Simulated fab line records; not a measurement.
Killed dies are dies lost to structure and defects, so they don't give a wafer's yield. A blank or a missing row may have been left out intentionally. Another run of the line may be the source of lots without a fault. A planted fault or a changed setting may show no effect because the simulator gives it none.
fab line records    flow berkeley-cmos170
record: lots: 5  wafers: 23
route steps=331 shown M2@284 V2@306 M3@327
start-h: the number of hours between the record's first day and the start of the first shown wafer of the lot    wait-h: how many hours have passed since the lot's step before this one    " unchanged from the row above    L1.1+2: a row that stands for several wafers    - no value present, or no start provided    * or withheld: withheld    < > ~ a bound
route shown NAME@n: NAME is a module with steps in the file, n the number in the route of the first one    usual: mean/standard deviation taken from wafers without a fault    same: alike in all rows    chamber/n: place in a boat    sites: each site's reading    _std_site: standard deviation across them    _edge_site: inner sites' mean taken away from outer sites' mean    radius-mm: for every site, how far away it sits from the centre of the wafer    mask NAME#n: copy n    behind: tool/chamber where the wafer was last shaped    hold: why the lot went on hold/how many hours it stayed there/how the hold came to an end    device: whichever transistor did not switch (one of n, p or np)    end of line: tests run on the same wafers once the route is complete    a step without rows: its recipe alone    killed: dies lost to structure and defects at the first sort, not the wafer's yield    map: dies across one wafer; x = killed, . = not, _ = none there
set.NAME: the setting that was run; set.NAME@STEP: the one run at that earlier step    model.NAME: the simulator's own value behind a step, which no gauge read
lots run with intentionally changed settings; tables by step, rows by wafer
== steps ==
step: UCB170_M2_PEB_13
recipe: peb-temp-c: 130  peb-time-s: withheld  resist: KrF
lot.wafer   tool            chamber  start-h  wait-h  set.peb-temp-c
L074.1+3+6  litho-track-03  0        173.81   0.4     132.9
L074.2+4    "               0        "        "       130
L076.1+4+5  litho-track-04  0        189.51   0.1     130
L076.3+6    "               0        "        "       133.5
L079.1+2    litho-track-02  0        205.50   0.2     127.7
L079.3+4+6  "               0        "        "       130
L081.1+5+6  litho-track-02  0        206.32   0.2     130
L081.3+4    "               0        "        "       133.7
L083.1+2+3  litho-track-03  0        215.56   0.1     130
step: UCB170_M2_DEVELOP_14
recipe: developer: TMAH  develop-time-s: 45  resist: KrF  dev-temp-c: 21
step: UCB170_M2_CD_MEAS_15
recipe: target-cd-nm: 700
usual: cd-nm: 700.4/1.1
lot.wafer  tool       chamber  start-h  wait-h  set.peb-temp-c@M2_PEB_13  cd-nm
L074.1     cd-sem-02  -        174.09   -       132.9                     681.9
L074.2     "          -        "        "       130                       698.0
L074.3     "          -        "        "       132.9                     682.6
L074.4     "          -        "        "       130                       700.3
L074.6     "          -        "        "       132.9                     681.5
L076.1     cd-sem-02  -        189.78   -       130                       700.2
L076.3     "          -        "        "       133.5                     679.7
L076.4     "          -        "        "       130                       700.6
L076.5     "          -        "        "       130                       700.1
L076.6     "          -        "        "       133.5                     679.7
L079.1     cd-sem-02  -        205.77   -       127.7                     718.7
L079.2     "          -        "        "       127.7                     716.7
L079.3     "          -        "        "       130                       702.2
L079.4     "          -        "        "       130                       700.0
L079.6     "          -        "        "       130                       700.8
L081.1     cd-sem-02  -        206.62   -       130                       700.9
L081.3     "          -        "        "       133.7                     679.9
L081.4     "          -        "        "       133.7                     677.9
L081.5     "          -        "        "       130                       700.2
L081.6     "          -        "        "       130                       699.2
L083.1     cd-sem-02  -        215.83   -       130                       702.0
L083.2     "          -        "        "       130                       703.0
L083.3     "          -        "        "       130                       702.8
step: UCB170_M2_ETCH_17
recipe: chemistry: N2/H2  target-depth-a: withheld  overetch-a: withheld  target: BARC  time-s: withheld  source-w: 500  bias-w: 100  pressure-mtorr: 30  n2-flow-sccm: 100  h2-flow-sccm: 200
lot.wafer  tool         chamber  start-h  wait-h  set.peb-temp-c@M2_PEB_13  model.M2.cd-nm
L074.1     rie-diel-02  0        174.24   0.0     132.9                     681.9
L074.2     "            3        "        "       130                       698.6
L074.3     "            1        "        "       132.9                     682
L074.4     "            2        "        "       130                       700.9
L074.6     "            2        "        "       132.9                     681.7
L076.1+5   rie-diel-02  3,2      189.94   0.0     130                       699.7
L076.3     "            2        "        "       133.5                     679.6
L076.4     "            1        "        "       130                       699.8
L076.6     "            1        "        "       133.5                     679.4
L079.1     rie-diel-02  2        205.93   0.0     127.7                     718.5
L079.2     "            3        "        "       127.7                     716.1
L079.3     "            0        "        "       130                       701.3
L079.4     "            1        "        "       130                       699.6
L079.6     "            3        "        "       130                       700.4
L081.1     rie-diel-02  2        206.77   0.0     130                       700.3
L081.3     "            3        "        "       133.7                     679.9
L081.4     "            0        "        "       133.7                     677.8
L081.5     "            0        "        "       130                       700.2
L081.6     "            3        "        "       130                       699.5
L083.1     rie-diel-04  1        215.99   0.0     130                       701.5
L083.2     "            3        "        "       130                       702.6
L083.3     "            2        "        "       130                       702.1
step: UCB170_M2_METAL_ETCH_18
recipe: chemistry: Cl2/BCl3  target: Al  stop-on: SiO2  pressure-mtorr: 12  target-depth-a: 11700  over-etch-frac: 0.3  time-s: 195  icp-w: 600  bias-w: 120  Cl2_flow_sccm: 90  bcl3-flow-sccm: 45
usual: oes-product-au: 0.844/0.012
lot.wafer  tool          chamber  start-h  wait-h  set.time-s@M2_SPUTTER_01  set.peb-temp-c@M2_PEB_13  oes-product-au  model.M2.cd-nm
L074.1     rie-metal-02  0        174.28   -       125.7                     132.9                     0.851           683.7
L074.2     "             1        "        "       120                       130                       0.827           701.3
L074.3     "             0        "        "       125.7                     132.9                     0.851           682
L074.4     "             1        "        "       120                       130                       0.826           703.4
L074.6     "             0        "        "       120                       132.9                     0.832           685.4
L076.1     rie-metal-03  0        189.98   -       120                       130                       0.840           699.1
L076.3     "             0        "        "       134.5                     133.5                     0.889           677.4
L076.4     "             1        "        "       134.5                     130                       0.905           697.6
L076.5     "             0        "        "       120                       130                       0.834           699.9
L076.6     "             1        "        "       134.5                     133.5                     0.904           677.4
L079.1     rie-metal-03  0        205.97   -       120                       127.7                     0.854           717.3
L079.2     "             1        "        "       120                       127.7                     0.856           715.6
L079.3     "             1        "        "       120                       130                       0.861           701
L079.4     "             0        "        "       131                       130                       0.892           699.7
L079.6     "             1        "        "       131                       130                       0.916           700.4
L081.1     rie-metal-02  1        206.82   -       133.4                     130                       0.887           701.9
L081.3     "             0        "        "       133.4                     133.7                     0.881           679.4
L081.4     "             1        "        "       120                       133.7                     0.832           678.3
L081.5     "             0        "        "       120                       130                       0.830           701.7
L081.6     "             1        "        "       120                       130                       0.830           699.1
L083.1     rie-metal-03  0        216.03   -       120                       130                       0.835           705.8
L083.2     "             1        "        "       120                       130                       0.861           705.8
L083.3     "             0        "        "       120                       130                       0.831           704.6
step: UCB170_M2_STRIP_19
recipe: chemistry: O2  power-w: 400  pressure-mtorr: 3500  platen-temp-c: withheld  o2-flow-sccm: 400  overash-fraction: 0.5
step: UCB170_M2_CD_MEAS_90
recipe: target-cd-nm: 700
usual: cd-nm: 701.3/2.1
lot.wafer  tool       chamber  start-h  wait-h  set.peb-temp-c@M2_PEB_13  cd-nm
L074.1     cd-sem-02  -        174.57   0.1     132.9                     683.7
L074.2     "          -        "        "       130                       701.4
L074.3     "          -        "        "       132.9                     682.0
L074.4     "          -        "        "       130                       703.3
L074.6     "          -        "        "       132.9                     685.3
L076.1     cd-sem-02  -        190.27   0.1     130                       699.3
L076.3     "          -        "        "       133.5                     677.3
L076.4     "          -        "        "       130                       697.7
L076.5     "          -        "        "       130                       699.7
L076.6     "          -        "        "       133.5                     677.6
L079.1     cd-sem-02  -        206.26   0.1     127.7                     717.6
L079.2     "          -        "        "       127.7                     715.4
L079.3     "          -        "        "       130                       701.1
L079.4     "          -        "        "       130                       699.5
L079.6     "          -        "        "       130                       700.3
L081.1     cd-sem-02  -        207.16   0.1     130                       701.8
L081.3     "          -        "        "       133.7                     679.3
L081.4     "          -        "        "       133.7                     678.4
L081.5     "          -        "        "       130                       701.4
L081.6     "          -        "        "       130                       699.3
L083.1     cd-sem-02  -        216.32   0.1     130                       705.8
L083.2     "          -        "        "       130                       705.6
L083.3     "          -        "        "       130                       704.7
step: UCB170_V2_ETCH_14
recipe: chemistry: CHF3/CF4/Ar  target: SiO2  stop-on: Al  CHF3_flow_sccm: 45  cf4-flow-sccm: 15  Ar_flow_sccm: 150  pressure-mtorr: 200  rf-w: 700  target-depth-a: 12500  over-etch-frac: 0.25  time-s: 291
lot.wafer  tool         chamber  start-h  wait-h  set.time-s  set.time-s@M2_SPUTTER_01  model.Al_of_M2_SPUTTER_01.thk-nm  model.KrF_of_V2_COAT_07.thk-nm
L074.1     rie-diel-01  0        177.06   0.0     291         125.7                     937.2                             609.5
L074.2     "            3        "        "       291         120                       882.8                             610.2
L074.3     "            2        "        "       291         125.7                     929.6                             610.4
L074.4     "            1        "        "       291         120                       888                               609.9
L074.6     "            3        "        "       291         120                       889.2                             610.6
L076.1     rie-diel-04  2        192.56   0.0     277.8       120                       887.7                             624.1
L076.3     "            0        "        "       277.8       134.5                     1002                              626.8
L076.4     "            1        "        "       291         134.5                     1001                              608.8
L076.5     "            3        "        "       277.8       120                       888.5                             624.6
L076.6     "            2        "        "       291         134.5                     1004                              612
L079.1     rie-diel-03  1        208.27   0.0     291         120                       923                               609.2
L079.2     "            2        "        "       321         120                       915.1                             576.8
L079.3     "            3        "        "       321         120                       921.1                             579.8
L079.4     "            0        "        "       321         131                       1003                              578.3
L079.6     "            3        "        "       291         131                       1006                              604.3
L081.1     rie-diel-04  1        209.41   0.0     268.8       133.4                     996                               630.8
L081.3     "            0        "        "       268.8       133.4                     986.6                             627.8
L081.4     "            2        "        "       268.8       120                       883.6                             629.1
L081.5     "            3        "        "       291         120                       888.2                             613.1
L081.6     "            2        "        "       291         120                       892.4                             612.3
L083.1     rie-diel-04  0        218.73   0.0     291         120                       894.1                             608
L083.2     "            3        "        "       291         120                       899                               611.1
L083.3     "            1        "        "       291         120                       897.5                             608.6
step: UCB170_V2_STRIP_15
recipe: chemistry: O2  power-w: 400  pressure-mtorr: 3500  platen-temp-c: withheld  o2-flow-sccm: 400  overash-fraction: 0.5
usual: strip-time-to-endpoint-s: 15.30/0.065
lot.wafer  tool             chamber  start-h  wait-h  set.time-s@V2_ETCH_14  strip-time-to-endpoint-s
L074.1     plasma-asher-03  1        177.23   0.1     291                    15.31
L074.2     "                0        "        "       291                    15.31
L074.3     "                1        "        "       291                    15.31
L074.4     "                0        "        "       291                    15.31
L074.6     "                1        "        "       291                    15.33
L076.1     plasma-asher-03  1        192.74   0.1     277.8                  15.63
L076.3     "                1        "        "       277.8                  15.70
L076.4     "                0        "        "       291                    15.28
L076.5     "                1        "        "       277.8                  15.66
L076.6     "                0        "        "       291                    15.37
L079.1     plasma-asher-04  0        208.45   0.1     291                    15.29
L079.2     "                1        "        "       321                    14.53
L079.3     "                0        "        "       321                    14.58
L079.4     "                1        "        "       321                    14.55
L079.6     "                0        "        "       291                    15.19
L081.1     plasma-asher-04  0        209.59   0.1     268.8                  15.80
L081.3     "                0        "        "       268.8                  15.72
L081.4     "                1        "        "       268.8                  15.76
L081.5     "                1        "        "       291                    15.39
L081.6     "                0        "        "       291                    15.36
L083.1     plasma-asher-03  0        218.91   0.1     291                    15.26
L083.2     "                1        "        "       291                    15.34
L083.3     "                1        "        "       291                    15.26
step: UCB170_M3_METAL_ETCH_18
recipe: chemistry: Cl2/BCl3  target: Al  stop-on: SiO2  pressure-mtorr: 12  target-depth-a: 11700  over-etch-frac: 0.3  time-s: 195  icp-w: 600  bias-w: 120  Cl2_flow_sccm: 90  bcl3-flow-sccm: 45
lot.wafer  tool          chamber  start-h  wait-h  set.time-s  model.KrF_of_M3_COAT_10.thk-nm
L074.1     rie-metal-04  0        179.96   -       195         214.5
L074.2     "             1        "        "       195         200.1
L074.3     "             1        "        "       195         201.3
L074.4     "             0        "        "       195         202.6
L074.6     "             1        "        "       195         202.8
L076.1     rie-metal-03  0        197.19   -       195         205.7
L076.3     "             0        "        "       195         207.8
L076.4     "             1        "        "       195         211.7
L076.5     "             0        "        "       195         208.6
L076.6     "             1        "        "       195         213.7
L079.1     rie-metal-04  1        210.80   -       203.1       185.6
L079.2     "             0        "        "       195         221
L079.3     "             0        "        "       195         229.6
L079.4     "             1        "        "       203.1       187.3
L079.6     "             0        "        "       195         223.6
L081.1     rie-metal-02  1        212.43   -       195         210.5
L081.3     "             1        "        "       180.4       266.7
L081.4     "             0        "        "       180.4       259.2
L081.5     "             0        "        "       180.4       258.8
L081.6     "             1        "        "       195         213.8
L083.1     rie-metal-02  0        221.22   -       195         214.9
L083.2     "             1        "        "       195         216.3
L083.3     "             1        "        "       195         217.8
step: UCB170_M3_STRIP_19
recipe: chemistry: O2  power-w: 400  pressure-mtorr: 3500  platen-temp-c: withheld  o2-flow-sccm: 400  overash-fraction: 0.5
usual: oes-product-au: 0.546/0.0078
lot.wafer  tool             chamber  start-h  wait-h  set.time-s@M3_METAL_ETCH_18  oes-product-au
L074.1     plasma-asher-01  0        180.15   0.1     195                          0.550
L074.2     "                1        "        "       195                          0.533
L074.3     "                0        "        "       195                          0.529
L074.4     "                1        "        "       195                          0.532
L074.6     "                0        "        "       195                          0.530
L076.1     plasma-asher-01  0        197.38   0.1     195                          0.535
L076.3     "                1        "        "       195                          0.535
L076.4     "                0        "        "       195                          0.549
L076.5     "                0        "        "       195                          0.531
L076.6     "                1        "        "       195                          0.539
L079.1     plasma-asher-04  0        210.99   0.1     203.1                        0.521
L079.2     "                1        "        "       195                          0.539
L079.3     "                0        "        "       195                          0.568
L079.4     "                1        "        "       203.1                        0.512
L079.6     "                0        "        "       195                          0.548
L081.1     plasma-asher-02  1        212.62   0.1     195                          0.539
L081.3     "                1        "        "       180.4                        0.589
L081.4     "                0        "        "       180.4                        0.587
L081.5     "                0        "        "       180.4                        0.590
L081.6     "                1        "        "       195                          0.541
L083.1     plasma-asher-04  1        221.41   0.1     195                          0.546
L083.2     "                0        "        "       195                          0.546
L083.3     "                0        "        "       195                          0.553
== key ==
split: step: UCB170_M2_PEB_13  setting: peb-temp-c  stated: 130  by: wafer
response: step: UCB170_M2_CD_MEAS_15  reading: cd-nm  change: -7.83  per: 1%  r: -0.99
response: step: UCB170_M2_ETCH_17  reading: model.M2.cd-nm  change: -7.87  per: 1%  r: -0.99
response: step: UCB170_M2_METAL_ETCH_18  reading: model.M2.cd-nm  change: -8.12  per: 1%  r: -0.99
response: step: UCB170_M2_CD_MEAS_90  reading: cd-nm  change: -8.12  per: 1%  r: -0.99
split: step: UCB170_V2_ETCH_14  setting: time-s  stated: 291  by: wafer
response: step: UCB170_V2_ETCH_14  reading: model.KrF_of_V2_COAT_07.thk-nm  change: -2.63  per: 1%  r: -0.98
response: step: UCB170_V2_STRIP_15  reading: strip-time-to-endpoint-s  change: *  per: 1%  r: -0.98
split: step: UCB170_M3_METAL_ETCH_18  setting: time-s  stated: 195  by: wafer
response: step: UCB170_M3_METAL_ETCH_18  reading: model.KrF_of_M3_COAT_10.thk-nm  change: -7.22  per: 1%  r: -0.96
response: step: UCB170_M3_STRIP_19  reading: oes-product-au  change: -0.00696  per: 1%  r: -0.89
split outside-this-file step=UCB170_M2_SPUTTER_01 setting=time-s
split outside-this-file: this setting was split too, and the file shows its column; the key of that split is in another file
